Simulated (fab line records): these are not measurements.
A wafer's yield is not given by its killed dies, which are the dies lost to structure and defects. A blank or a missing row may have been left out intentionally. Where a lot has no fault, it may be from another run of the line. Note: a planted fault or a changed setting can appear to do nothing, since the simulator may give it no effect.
fab line records | flow rit-cmos
record lots=13 | wafers=39 | last-day=7
route steps=202 shown PWELL@49 M1@184
lots that met no fault: taken from a fault-free run of the same line
start-h: hours from the record's first day to the start of the lot's first wafer shown | wait-h: hours since the lot's step before | " the same as in the row above | L1.1+2: one row covering several wafers at once | - no value, or no start given | * or withheld: withheld | < > ~ a bound
route shown NAME@n: NAME is a module with steps in the file, n the number in the route of the first one | usual: average and standard deviation across the fault-free wafers | same: alike in all rows | chamber/n: place in a boat | sites: the reading at each site | _std_site: how widely they spread, as a standard deviation | _edge_site: the outer-site mean with the inner-site mean subtracted | radius-mm: for every site, how far away it sits from the centre of the wafer | mask NAME#n: copy n | behind: the most recent tool/chamber to have shaped the wafer | hold: the reason the lot was held/the length of the hold in hours/how it ended | device: the transistor (n, p or np) that didn't switch | end of line: at the end of the route, the tests of the same wafers | a step with no rows: only its recipe | killed: at the first sort, the dies lost to defects and structure; wafer yield is something else | map: shows each die of a wafer: x if killed, . if not, _ if none is there
set.NAME: the run value of the setting; set.NAME@STEP: its run value at that earlier step | model.NAME: the simulator's own value behind a step, which no gauge read
route steps across a sampled set of lots; one table per step, one row per wafer
services: a tool's chamber out of use, with start hour (start-h, from the record's first day; less than 0 if before it), hours out, and reason
## steps
# step RIT_PWELL_TW_MEAS_10
# usual PWELL_TW=948/7.8
lot.wafer | tool          | chamber | start-h | wait-h | PWELL_TW
L414.3    | film-metro-04 | -       | 23.21   | 0.1    | 947
L414.4    | "             | -       | "       | "      | 949
L414.6    | "             | -       | "       | "      | 941
L416.3    | film-metro-01 | -       | 32.49   | 0.1    | 952
L416.5    | "             | -       | "       | "      | 950
L416.6    | "             | -       | "       | "      | 954
L417.1    | film-metro-01 | -       | 37.73   | 0.1    | 955
L417.2    | "             | -       | "       | "      | 954
L417.5    | "             | -       | "       | "      | 956
L418.2    | film-metro-03 | -       | 42.65   | 0.1    | 945
L418.3    | "             | -       | "       | "      | 942
L418.4    | "             | -       | "       | "      | 943
L420.2    | film-metro-04 | -       | 52.93   | 0.1    | 939
L420.4    | "             | -       | "       | "      | 940
L420.6    | "             | -       | "       | "      | 944
L421.1    | film-metro-01 | -       | 58.06   | 0.1    | 958
L421.2    | "             | -       | "       | "      | 952
L421.4    | "             | -       | "       | "      | 958
L422.1    | film-metro-04 | -       | 62.44   | 0.1    | 938
L422.2    | "             | -       | "       | "      | 941
L422.5    | "             | -       | "       | "      | 941
L425.2    | film-metro-01 | -       | 78.74   | 0.1    | 959
L425.4    | "             | -       | "       | "      | 955
L425.6    | "             | -       | "       | "      | 950
L426.1    | film-metro-04 | -       | 83.97   | 0.1    | 935
L426.2    | "             | -       | "       | "      | 940
L426.5    | "             | -       | "       | "      | 933
L428.3    | film-metro-01 | -       | 94.23   | 0.1    | 961
L428.4    | "             | -       | "       | "      | 959
L428.5    | "             | -       | "       | "      | 955
L435.2    | film-metro-04 | -       | 127.75  | 0.1    | 943
L435.3    | "             | -       | "       | "      | 950
L435.4    | "             | -       | "       | "      | 944
L436.2    | film-metro-04 | -       | 133.18  | 0.1    | 938
L436.5    | "             | -       | "       | "      | 944
L436.6    | "             | -       | "       | "      | 944
L437.2    | film-metro-04 | -       | 138.99  | 0.1    | 941
L437.4    | "             | -       | "       | "      | 945
L437.6    | "             | -       | "       | "      | 945
# step RIT_M1_SPUTTER_00
# recipe material=Al | target-thk-nm=400 | power-w=2000 | chamber-pressure-pa=0.4 | gas=Ar | time-s=500 | substrate-temp-c=25
# usual throttle-valve-pct=30.3/0.96
lot.wafer | tool           | chamber | start-h | wait-h | throttle-valve-pct
L414.3    | pvd-sputter-03 | -       | 55.88   | 0.0    | 30.9
L414.4    | "              | -       | "       | "      | 29.7
L414.6    | "              | -       | "       | "      | 32.2
L416.3    | pvd-sputter-03 | -       | 62.07   | 0.0    | 30.8
L416.5    | "              | -       | "       | "      | 32.1
L416.6    | "              | -       | "       | "      | 30.2
L417.1    | pvd-sputter-04 | -       | 67.76   | 0.0    | 30.5
L417.2    | "              | -       | "       | "      | 29.4
L417.5    | "              | -       | "       | "      | 29.5
L418.2    | pvd-sputter-03 | -       | 72.21   | 0.0    | 30.3
L418.3    | "              | -       | "       | "      | 31.3
L418.4    | "              | -       | "       | "      | 32.1
L420.2    | pvd-sputter-03 | -       | 83.07   | 0.0    | 29.2
L420.4    | "              | -       | "       | "      | 30.9
L420.6    | "              | -       | "       | "      | 30.1
L421.1    | pvd-sputter-04 | -       | 89.09   | 0.0    | 30.1
L421.2    | "              | -       | "       | "      | 30.3
L421.4    | "              | -       | "       | "      | 30.4
L422.1    | pvd-sputter-03 | -       | 92.24   | 0.0    | 32.1
L422.2    | "              | -       | "       | "      | 30.4
L422.5    | "              | -       | "       | "      | 29.4
L425.2    | pvd-sputter-03 | -       | 113.83  | 0.0    | 31.2
L425.4    | "              | -       | "       | "      | 32.3
L425.6    | "              | -       | "       | "      | 32.1
L426.1    | pvd-sputter-02 | -       | 116.40  | 0.0    | 29.1
L426.2    | "              | -       | "       | "      | 30.0
L426.5    | "              | -       | "       | "      | 29.1
L428.3    | pvd-sputter-03 | -       | 124.13  | 0.0    | 30.3
L428.4    | "              | -       | "       | "      | 30.8
L428.5    | "              | -       | "       | "      | 30.3
L435.2    | pvd-sputter-02 | -       | 159.31  | 0.0    | 30.6
L435.3    | "              | -       | "       | "      | 28.9
L435.4    | "              | -       | "       | "      | 29.1
L436.2    | pvd-sputter-04 | -       | 162.25  | 0.0    | 29.4
L436.5    | "              | -       | "       | "      | 30.7
L436.6    | "              | -       | "       | "      | 29.5
L437.2    | pvd-sputter-03 | -       | 168.11  | 0.0    | 30.3
L437.4    | "              | -       | "       | "      | 29.6
L437.6    | "              | -       | "       | "      | 31.3
# step RIT_M1_RS_MEAS_01
# recipe thk-meas-gauge=four-point-probe | reads=Al_of_M1_SPUTTER_00
# usual M1_AL_RS=0.0737/0.00093
lot.wafer | tool          | chamber | start-h | wait-h | M1_AL_RS[ohm/sq]
L414.3    | film-metro-03 | -       | 56.21   | 0.2    | 0.0727
L414.4    | "             | -       | "       | "      | 0.0744
L414.6    | "             | -       | "       | "      | 0.0726
L416.3    | film-metro-03 | -       | 62.41   | 0.2    | 0.0737
L416.5    | "             | -       | "       | "      | 0.0731
L416.6    | "             | -       | "       | "      | 0.0752
L417.1    | film-metro-01 | -       | 68.06   | 0.1    | 0.0729
L417.2    | "             | -       | "       | "      | 0.0719
L417.5    | "             | -       | "       | "      | 0.0716
L418.2    | film-metro-02 | -       | 72.53   | 0.2    | 0.0742
L418.3    | "             | -       | "       | "      | 0.0733
L418.4    | "             | -       | "       | "      | 0.0732
L420.2    | film-metro-02 | -       | 83.39   | 0.2    | 0.0741
L420.4    | "             | -       | "       | "      | 0.0741
L420.6    | "             | -       | "       | "      | 0.0740
L421.1    | film-metro-03 | -       | 89.39   | 0.1    | 0.0734
L421.2    | "             | -       | "       | "      | 0.0731
L421.4    | "             | -       | "       | "      | 0.0736
L422.1    | film-metro-02 | -       | 92.54   | 0.1    | 0.0724
L422.2    | "             | -       | "       | "      | 0.0737
L422.5    | "             | -       | "       | "      | 0.0736
L425.2    | film-metro-01 | -       | 114.14  | 0.2    | 0.0742
L425.4    | "             | -       | "       | "      | 0.0731
L425.6    | "             | -       | "       | "      | 0.0728
L426.1    | film-metro-01 | -       | 116.69  | 0.1    | 0.0733
L426.2    | "             | -       | "       | "      | 0.0740
L426.5    | "             | -       | "       | "      | 0.0745
L428.3    | film-metro-02 | -       | 124.46  | 0.2    | 0.0741
L428.4    | "             | -       | "       | "      | 0.0746
L428.5    | "             | -       | "       | "      | 0.0746
L435.2    | film-metro-02 | -       | 159.62  | 0.2    | 0.0735
L435.3    | "             | -       | "       | "      | 0.0546
L435.4    | "             | -       | "       | "      | 0.0737
L436.2    | film-metro-01 | -       | 162.57  | 0.2    | 0.0732
L436.5    | "             | -       | "       | "      | 0.0742
L436.6    | "             | -       | "       | "      | 0.0724
L437.2    | film-metro-02 | -       | 168.42  | 0.2    | 0.0732
L437.4    | "             | -       | "       | "      | 0.0741
L437.6    | "             | -       | "       | "      | 0.0745
# step RIT_M1_THK_MEAS_02
# recipe thk-meas-gauge=xrf | reads=Al_of_M1_SPUTTER_00
# usual M1_AL_THK=399/5.2
lot.wafer | tool          | chamber | start-h | wait-h | M1_AL_THK[nm]
L414.3    | film-metro-03 | -       | 56.31   | 0.1    | 407
L414.4    | "             | -       | "       | "      | 398
L414.6    | "             | -       | "       | "      | 407
L416.3    | film-metro-03 | -       | 62.51   | 0.1    | 402
L416.5    | "             | -       | "       | "      | 405
L416.6    | "             | -       | "       | "      | 394
L417.1    | film-metro-01 | -       | 68.18   | 0.1    | 401
L417.2    | "             | -       | "       | "      | 407
L417.5    | "             | -       | "       | "      | 410
L418.2    | film-metro-02 | -       | 72.64   | 0.1    | 395
L418.3    | "             | -       | "       | "      | 399
L418.4    | "             | -       | "       | "      | 402
L420.2    | film-metro-02 | -       | 83.50   | 0.1    | 394
L420.4    | "             | -       | "       | "      | 393
L420.6    | "             | -       | "       | "      | 399
L421.1    | film-metro-03 | -       | 89.51   | 0.1    | 405
L421.2    | "             | -       | "       | "      | 404
L421.4    | "             | -       | "       | "      | 402
L422.1    | film-metro-02 | -       | 92.66   | 0.1    | 405
L422.2    | "             | -       | "       | "      | 395
L422.5    | "             | -       | "       | "      | 401
L425.2    | film-metro-01 | -       | 114.25  | 0.1    | 396
L425.4    | "             | -       | "       | "      | 403
L425.6    | "             | -       | "       | "      | 405
L426.1    | film-metro-01 | -       | 116.81  | 0.1    | 403
L426.2    | "             | -       | "       | "      | 400
L426.5    | "             | -       | "       | "      | 396
L428.3    | film-metro-02 | -       | 124.56  | 0.1    | 394
L428.4    | "             | -       | "       | "      | 389
L428.5    | "             | -       | "       | "      | 392
L435.2    | film-metro-02 | -       | 159.73  | 0.1    | 397
L435.3    | "             | -       | "       | "      | 531
L435.4    | "             | -       | "       | "      | 394
L436.2    | film-metro-01 | -       | 162.68  | 0.1    | 401
L436.5    | "             | -       | "       | "      | 398
L436.6    | "             | -       | "       | "      | 406
L437.2    | film-metro-02 | -       | 168.53  | 0.1    | 398
L437.4    | "             | -       | "       | "      | 394
L437.6    | "             | -       | "       | "      | 390
# step RIT_M1_METAL_ETCH_12
# recipe stop-on=SiO2 | chemistry=Cl2/BCl3 | target=Al | time-s=165 | over-etch-frac=0.5 | pressure-mtorr=100 | target-depth-a=6000 | rf-w=250 | Cl2_flow_sccm=60 | bcl3-flow-sccm=50
# usual drypump-motor-current-A=5.7/0.36 | oes-product-au=0.770/0.011 | throttle-valve-pct=8.30/0.15
lot.wafer | tool         | chamber | start-h | wait-h | drypump-motor-current-A | oes-product-au | rf-hours-counter-h | throttle-valve-pct
L414.3    | rie-metal-01 | 0       | 57.69   | 0.2    | 6.1                     | 0.774          | -                  | 8.08
L414.4    | "            | 1       | "       | "      | 5.3                     | 0.758          | -                  | 8.46
L414.6    | "            | 1       | "       | "      | 5.3                     | 0.781          | -                  | 8.47
L416.3    | rie-metal-04 | 0       | 64.01   | 0.2    | 5.5                     | 0.771          | -                  | 8.15
L416.5    | "            | 0       | "       | "      | 5.6                     | 0.771          | -                  | 8.14
L416.6    | "            | 1       | "       | "      | 5.4                     | 0.767          | -                  | 8.38
L417.1    | rie-metal-01 | 0       | 69.65   | 0.2    | 6.1                     | 0.767          | 3                  | 8.07
L417.2    | "            | 1       | "       | "      | 5.3                     | 0.771          | 3                  | 8.46
L417.5    | "            | 0       | "       | "      | 6.2                     | 0.784          | -                  | 8.08
L418.2    | rie-metal-03 | 1       | 74.03   | 0.2    | 6.1                     | 0.766          | -                  | 8.31
L418.3    | "            | 1       | "       | "      | 6.0                     | 0.763          | -                  | 8.31
L418.4    | "            | 1       | "       | "      | 6.1                     | 0.761          | -                  | 8.32
L420.2    | rie-metal-01 | 0       | 84.96   | 0.2    | 6.1                     | 0.762          | 3                  | 8.07
L420.4    | "            | 1       | "       | "      | 5.3                     | 0.759          | -                  | 8.46
L420.6    | "            | 1       | "       | "      | 5.3                     | 0.761          | -                  | 8.46
L421.1    | rie-metal-03 | 1       | 90.85   | 0.2    | 6.1                     | 0.771          | 1                  | 8.31
L421.2    | "            | 1       | "       | "      | 6.1                     | 0.766          | -                  | 8.29
L421.4    | "            | 1       | "       | "      | 6.1                     | 0.759          | -                  | 8.33
L422.1    | rie-metal-04 | 0       | 94.00   | 0.2    | 5.5                     | 0.771          | 38                 | 8.14
L422.2    | "            | 1       | "       | "      | 5.4                     | 0.770          | 33                 | 8.38
L422.5    | "            | 0       | "       | "      | 5.5                     | 0.771          | -                  | 8.14
L425.2    | rie-metal-04 | 1       | 115.81  | 0.2    | 5.4                     | 0.775          | 33                 | 8.39
L425.4    | "            | 1       | "       | "      | 5.4                     | 0.780          | -                  | 8.38
L425.6    | "            | 0       | "       | "      | 5.5                     | 0.779          | -                  | 8.14
L426.1    | rie-metal-01 | 0       | 118.42  | 0.2    | 6.1                     | 0.762          | 3                  | 8.07
L426.2    | "            | 1       | "       | "      | 5.3                     | 0.770          | 3                  | 8.48
L426.5    | "            | 1       | "       | "      | 5.3                     | 0.763          | -                  | 8.48
L428.3    | rie-metal-04 | 0       | 125.94  | 0.2    | 5.5                     | 0.774          | -                  | 8.15
L428.4    | "            | 1       | "       | "      | 5.4                     | 0.772          | -                  | 8.39
L428.5    | "            | 1       | "       | "      | 5.4                     | 0.768          | -                  | 8.38
L435.2    | rie-metal-04 | 0       | 161.07  | 0.2    | 5.5                     | 0.761          | 0                  | 8.16
L435.3    | "            | 0       | "       | "      | 5.5                     | 0.904          | -                  | 8.13
L435.4    | "            | 1       | "       | "      | 5.4                     | 0.782          | -                  | 8.40
L436.2    | rie-metal-01 | 0       | 164.01  | 0.2    | 6.1                     | 0.764          | 4                  | 8.06
L436.5    | "            | 0       | "       | "      | 6.1                     | 0.761          | -                  | 8.06
L436.6    | "            | 1       | "       | "      | 5.3                     | 0.772          | -                  | 8.45
L437.2    | rie-metal-03 | 0       | 169.99  | 0.2    | 5.4                     | 0.784          | 2                  | 8.45
L437.4    | "            | 1       | "       | "      | 6.1                     | 0.765          | -                  | 8.31
L437.6    | "            | 0       | "       | "      | 5.4                     | 0.782          | -                  | 8.46
# step RIT_M1_PROBE_99
# usual defect-limited-yield=97.2/1.1 | killed_at_M0_to_M3=0.0/0.083 | killed-at-contacts=0.1/0.36 | killed-at-front-end=7.2/2.9 | killed-dies=7.4/2.9 | killed-open=3.8/2 | killed-short=3.5/2
# same gross-dies=264 | killed_at_M4_up=0 | killed-at-back-side=0 | killed-at-other=0
lot.wafer | tool      | chamber | start-h | wait-h | defect-limited-yield[%] | killed_at_M0_to_M3 | killed-at-contacts | killed-at-front-end | killed-dies | killed-open | killed-short
L414.3    | prober-02 | -       | 60.07   | 0.2    | 94.7                    | 0                  | 1                  | 13                  | 14          | 5           | 9
L414.4    | prober-02 | -       | 60.12   | 0.2    | 96.6                    | 0                  | 0                  | 9                   | 9           | 4           | 5
L414.6    | prober-02 | -       | 60.22   | 0.2    | 97.7                    | 0                  | 0                  | 6                   | 6           | 3           | 3
L416.3    | prober-02 | -       | 66.43   | 0.2    | 98.9                    | 0                  | 0                  | 3                   | 3           | 1           | 2
L416.5    | prober-02 | -       | 66.53   | 0.2    | 95.8                    | 0                  | 0                  | 11                  | 11          | 6           | 5
L416.6    | prober-02 | -       | 66.58   | 0.2    | 99.2                    | 0                  | 0                  | 2                   | 2           | 1           | 1
L417.1    | prober-01 | -       | 71.90   | 0.1    | 95.8                    | 0                  | 0                  | 11                  | 11          | 5           | 6
L417.2    | prober-01 | -       | 71.95   | 0.1    | 96.2                    | 0                  | 0                  | 10                  | 10          | 6           | 4
L417.5    | prober-01 | -       | 72.10   | 0.2    | 96.6                    | 0                  | 0                  | 9                   | 9           | 7           | 2
L418.2    | prober-02 | -       | 76.44   | 0.1    | 97.7                    | 0                  | 0                  | 6                   | 6           | 3           | 3
L418.3    | prober-02 | -       | 76.49   | 0.2    | 98.1                    | 0                  | 0                  | 5                   | 5           | 2           | 3
L418.4    | prober-02 | -       | 76.54   | 0.2    | 98.1                    | 1                  | 0                  | 4                   | 5           | 3           | 2
L420.2    | prober-02 | -       | 88.72   | 0.1    | 98.1                    | 0                  | 0                  | 5                   | 5           | 3           | 2
L420.4    | prober-02 | -       | 88.82   | 0.2    | 96.6                    | 0                  | 0                  | 9                   | 9           | 5           | 4
L420.6    | prober-02 | -       | 88.92   | 0.2    | 98.9                    | 0                  | 0                  | 3                   | 3           | 0           | 3
L421.1    | prober-01 | -       | 94.13   | 0.1    | 95.8                    | 0                  | 0                  | 11                  | 11          | 5           | 6
L421.2    | prober-01 | -       | 94.18   | 0.1    | 98.1                    | 0                  | 0                  | 5                   | 5           | 4           | 1
L421.4    | prober-01 | -       | 94.28   | 0.2    | 98.5                    | 0                  | 0                  | 4                   | 4           | 3           | 1
L422.1    | prober-02 | -       | 96.94   | 0.1    | 96.2                    | 0                  | 1                  | 9                   | 10          | 7           | 3
L422.2    | prober-02 | -       | 96.99   | 0.1    | 98.1                    | 0                  | 0                  | 5                   | 5           | 3           | 2
L422.5    | prober-02 | -       | 97.14   | 0.2    | 95.8                    | 0                  | 0                  | 11                  | 11          | 8           | 3
L425.2    | prober-02 | -       | 118.29  | 0.1    | 97.3                    | 0                  | 0                  | 7                   | 7           | 1           | 6
L425.4    | prober-02 | -       | 118.39  | 0.2    | 97.3                    | 0                  | 0                  | 7                   | 7           | 4           | 3
L425.6    | prober-02 | -       | 118.49  | 0.2    | 96.6                    | 0                  | 0                  | 9                   | 9           | 4           | 5
L426.1    | prober-01 | -       | 120.67  | 0.1    | 96.6                    | 0                  | 0                  | 9                   | 9           | 2           | 7
L426.2    | prober-01 | -       | 120.72  | 0.1    | 98.1                    | 0                  | 0                  | 5                   | 5           | 1           | 4
L426.5    | prober-01 | -       | 120.87  | 0.2    | 95.1                    | 0                  | 0                  | 13                  | 13          | 8           | 5
L428.3    | prober-01 | -       | 128.85  | 0.2    | 97.3                    | 0                  | 0                  | 7                   | 7           | 3           | 3
L428.4    | prober-01 | -       | 128.90  | 0.2    | 97.7                    | 0                  | 0                  | 6                   | 6           | 3           | 3
L428.5    | prober-01 | -       | 128.95  | 0.2    | 97.0                    | 0                  | 1                  | 7                   | 8           | 4           | 4
L435.2    | prober-02 | -       | 163.37  | 0.1    | 97.7                    | 0                  | 0                  | 6                   | 6           | 3           | 3
L435.3    | prober-02 | -       | 163.42  | 0.2    | 97.3                    | 0                  | 1                  | 6                   | 7           | 5           | 2
L435.4    | prober-02 | -       | 163.47  | 0.2    | 95.8                    | 0                  | 0                  | 11                  | 11          | 8           | 3
L436.2    | prober-01 | -       | 166.31  | 0.1    | 98.1                    | 0                  | 0                  | 5                   | 5           | 3           | 2
L436.5    | prober-01 | -       | 166.46  | 0.2    | 98.5                    | 0                  | 0                  | 4                   | 4           | 2           | 2
L436.6    | prober-01 | -       | 166.51  | 0.2    | 97.3                    | 0                  | 0                  | 7                   | 7           | 3           | 3
L437.2    | prober-02 | -       | 172.30  | 0.1    | 98.1                    | 0                  | 2                  | 3                   | 5           | 3           | 2
L437.4    | prober-02 | -       | 172.40  | 0.2    | 97.0                    | 0                  | 0                  | 8                   | 8           | 7           | 1
L437.6    | prober-02 | -       | 172.50  | 0.2    | 99.6                    | 0                  | 0                  | 1                   | 1           | 0           | 1
# killed by level:class
L414.3 GATE:geometric-particle:short=3 SPACER:geometric-particle:short=3 FOX1:geometric-particle:short=2 GATE:geometric-particle:open=2 SPACER:geometric-particle:open=1 SILICIDE:geometric-particle:short=1 SILICIDE:geometric-particle:open=1 CONTACT:geometric-particle:open=1
L414.4 REOX:geometric-particle:open=2 ACTIVE:geometric-particle:short=1 FOX1:geometric-particle:open=1 FOX2:geometric-particle:short=1 GATE:geometric-particle:short=1 GATE:geometric-particle:open=1 REOX:geometric-particle:short=1 SILICIDE:geometric-particle:short=1
L414.6 GATE:geometric-particle:short=2 SPACER:geometric-particle:open=2 GATE:geometric-particle:open=1 REOX:geometric-particle:short=1
L416.3 GATE:geometric-particle:open=1 GATE:geometric-particle:short=1 SPACER:geometric-particle:short=1
L416.5 GATE:geometric-particle:short=3 GATE:geometric-particle:open=2 SPACER:geometric-particle:open=2 FOX1:geometric-particle:short=1 FOX2:geometric-particle:short=1 FOX2:geometric-particle:open=1 REOX:geometric-particle:open=1
L416.6 GATE:geometric-particle:short=1 SILICIDE:geometric-particle:open=1
L417.1 GATE:geometric-particle:open=2 SPACER:geometric-particle:open=2 SILICIDE:geometric-particle:short=2 FOX1:geometric-particle:short=1 FOX2:geometric-particle:short=1 GATE:geometric-particle:short=1 SPACER:geometric-particle:short=1 SILICIDE:geometric-particle:open=1
L417.2 SPACER:geometric-particle:open=2 SPACER:geometric-particle:short=2 SILICIDE:geometric-particle:open=2 GATE:geometric-particle:open=1 GATE:geometric-particle:short=1 REOX:geometric-particle:open=1 SILICIDE:geometric-particle:short=1
L417.5 SPACER:geometric-particle:open=3 FOX1:geometric-particle:open=1 GATE:geometric-particle:open=1 GATE:geometric-particle:short=1 REOX:geometric-particle:short=1 REOX:geometric-particle:open=1 SILICIDE:geometric-particle:open=1
L418.2 FOX1:geometric-particle:open=1 FOX2:geometric-particle:short=1 GATE:geometric-particle:short=1 REOX:geometric-particle:open=1 SPACER:geometric-particle:open=1 SPACER:geometric-particle:short=1
L418.3 GATE:geometric-particle:open=2 FOX2:geometric-particle:short=1 SPACER:geometric-particle:short=1 SILICIDE:geometric-particle:short=1
L418.4 FOX2:geometric-particle:short=1 GATE:geometric-particle:short=1 GATE:geometric-particle:open=1 SILICIDE:geometric-particle:open=1 M1:geometric-particle:open=1
L420.2 FOX1:geometric-particle:short=1 FOX1:geometric-particle:open=1 GATE:geometric-particle:open=1 SILICIDE:geometric-particle:short=1 SILICIDE:geometric-particle:open=1
L420.4 FOX1:geometric-particle:short=2 REOX:geometric-particle:open=2 GATE:geometric-particle:open=1 REOX:geometric-particle:short=1 SPACER:geometric-particle:open=1 SILICIDE:geometric-particle:open=1 SILICIDE:geometric-particle:short=1
L420.6 FOX1:geometric-particle:short=2 GATE:geometric-particle:short=1
L421.1 GATE:geometric-particle:short=3 FOX1:geometric-particle:open=2 SPACER:geometric-particle:open=2 SPACER:geometric-particle:short=2 FOX1:geometric-particle:short=1 GATE:geometric-particle:open=1
L421.2 GATE:geometric-particle:open=3 GATE:geometric-particle:short=1 SPACER:geometric-particle:open=1
L421.4 GATE:geometric-particle:open=2 FOX1:geometric-particle:short=1 SPACER:geometric-particle:open=1
L422.1 GATE:geometric-particle:open=3 GATE:geometric-particle:short=2 REOX:geometric-particle:open=2 FOX1:geometric-particle:short=1 SPACER:geometric-particle:open=1 CONTACT:geometric-particle:open=1
L422.2 FOX2:geometric-particle:open=1 FOX2:geometric-particle:short=1 GATE:geometric-particle:short=1 SPACER:geometric-particle:open=1 SILICIDE:geometric-particle:open=1
L422.5 FOX1:geometric-particle:open=3 GATE:geometric-particle:open=3 SPACER:geometric-particle:open=2 FOX1:geometric-particle:short=1 GATE:geometric-particle:short=1 REOX:geometric-particle:short=1
L425.2 GATE:geometric-particle:short=2 SILICIDE:geometric-particle:short=2 FOX1:geometric-particle:short=1 GATE:geometric-particle:open=1 SPACER:geometric-particle:short=1
L425.4 FOX1:geometric-particle:short=1 FOX1:geometric-particle:open=1 GATE:geometric-particle:short=1 GATE:geometric-particle:open=1 REOX:geometric-particle:open=1 SPACER:geometric-particle:open=1 SPACER:geometric-particle:short=1
L425.6 GATE:geometric-particle:short=3 FOX2:geometric-particle:open=1 FOX2:geometric-particle:short=1 GATE:geometric-particle:open=1 REOX:geometric-particle:open=1 SPACER:geometric-particle:short=1 SPACER:geometric-particle:open=1
L426.1 FOX2:geometric-particle:short=2 GATE:geometric-particle:short=2 ACTIVE:geometric-particle:short=1 FOX1:geometric-particle:short=1 GATE:geometric-particle:open=1 SPACER:geometric-particle:short=1 SPACER:geometric-particle:open=1
L426.2 GATE:geometric-particle:short=2 FOX1:geometric-particle:open=1 SPACER:geometric-particle:short=1 SILICIDE:geometric-particle:short=1
L426.5 FOX1:geometric-particle:open=3 FOX1:geometric-particle:short=2 SPACER:geometric-particle:open=2 GATE:geometric-particle:open=1 GATE:geometric-particle:short=1 REOX:geometric-particle:open=1 SPACER:geometric-particle:short=1 SILICIDE:geometric-particle:short=1
L428.3 FOX2:geometric-particle:short=1 GATE:geometric-particle:short=1 REOX:geometric-particle:open=1 REOX:geometric-particle:short=1 SPACER:geometric-particle:open=1 SILICIDE:geometric-particle:open=1 NRETRO:coat-microbubble-printed=1
L428.4 SPACER:geometric-particle:short=2 GATE:geometric-particle:short=1 GATE:geometric-particle:open=1 SPACER:geometric-particle:open=1 SILICIDE:geometric-particle:open=1
L428.5 SILICIDE:geometric-particle:short=2 GATE:geometric-particle:short=1 GATE:geometric-particle:open=1 REOX:geometric-particle:open=1 SPACER:geometric-particle:open=1 SILICIDE:geometric-particle:open=1 CONTACT:geometric-particle:short=1
L435.2 FOX1:geometric-particle:open=2 SPACER:geometric-particle:short=2 FOX1:geometric-particle:short=1 GATE:geometric-particle:open=1
L435.3 GATE:geometric-particle:open=2 SILICIDE:geometric-particle:open=2 SPACER:geometric-particle:open=1 SILICIDE:geometric-particle:short=1 CONTACT:geometric-particle:short=1
L435.4 FOX1:geometric-particle:open=3 GATE:geometric-particle:open=2 GATE:geometric-particle:short=2 SPACER:geometric-particle:open=2 SILICIDE:geometric-particle:short=1 SILICIDE:geometric-particle:open=1
L436.2 GATE:geometric-particle:open=2 GATE:geometric-particle:short=1 SPACER:geometric-particle:short=1 SILICIDE:geometric-particle:open=1
L436.5 FOX1:geometric-particle:open=1 FOX1:geometric-particle:short=1 GATE:geometric-particle:open=1 SILICIDE:geometric-particle:short=1
L436.6 GATE:geometric-particle:open=2 FOX1:geometric-particle:open=1 FOX1:geometric-particle:short=1 FOX2:geometric-particle:short=1 REOX:geometric-particle:short=1 PWELL:coat-microbubble-printed=1
L437.2 FOX1:geometric-particle:short=1 FOX1:geometric-particle:open=1 FOX2:geometric-particle:open=1 CONTACT:geometric-particle:short=1 CONTACT:geometric-particle:open=1
L437.4 FOX1:geometric-particle:open=3 SPACER:geometric-particle:open=2 FOX1:geometric-particle:short=1 GATE:geometric-particle:open=1 SILICIDE:geometric-particle:open=1
L437.6 GATE:geometric-particle:short=1
## services
tool           | chamber | start-h | hours | kind
pvd-sputter-02 | -       | 53.78   | 10.5  | repair
rie-metal-03   | 0       | 69.67   | 29.5  | repair
rie-metal-04   | 1       | 99.56   | 8.8   | repair
rie-metal-01   | -       | 115.84  | 0.8   | repair
pvd-sputter-03 | -       | 120.84  | 3.1   | repair
rie-metal-04   | -       | 131.44  | 2.8   | pm
rie-metal-04   | -       | 136.12  | 20.0  | pm
rie-metal-04   | 0       | 136.12  | 20.0  | vent-cycle
rie-metal-04   | 1       | 136.12  | 20.0  | vent-cycle
rie-metal-01   | -       | 153.27  | 1.0   | repair
rie-metal-04   | 0       | 156.12  | -     | clean
rie-metal-04   | 1       | 156.12  | -     | clean
pvd-sputter-03 | -       | 160.78  | 2.8   | repair
rie-metal-04   | -       | 165.35  | 1.1   | repair
rie-metal-01   | -       | 168.42  | 0.5   | repair
## key
first-sign step=RIT_M1_RS_MEAS_01 | reading=M1_AL_RS | direction=down | sigmas=20 | usual=0.0737 | struck=0.0546
effect step=RIT_M1_THK_MEAS_02 | reading=M1_AL_THK | direction=up | sigmas=25 | usual=399 | struck=531
effect step=RIT_M1_METAL_ETCH_12 | reading=oes-product-au | direction=up | sigmas=12 | usual=0.770 | struck=0.904
met-at RIT_M1_SPUTTER_00
struck-lots L435
struck-wafers L435.3
not-acting-at RIT_PWELL_TW_MEAS_10
onset-between 116.40 159.31
fault kind=process-parameter-drift | tool=pvd-sputter-02 | chamber=- | onset-h=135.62 | steps=RIT_M1_SPUTTER_00 | channel=time-s | offset=* | shape=step | end-h=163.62 | acts-in=* | stated=* | scope=struck-wafers-only
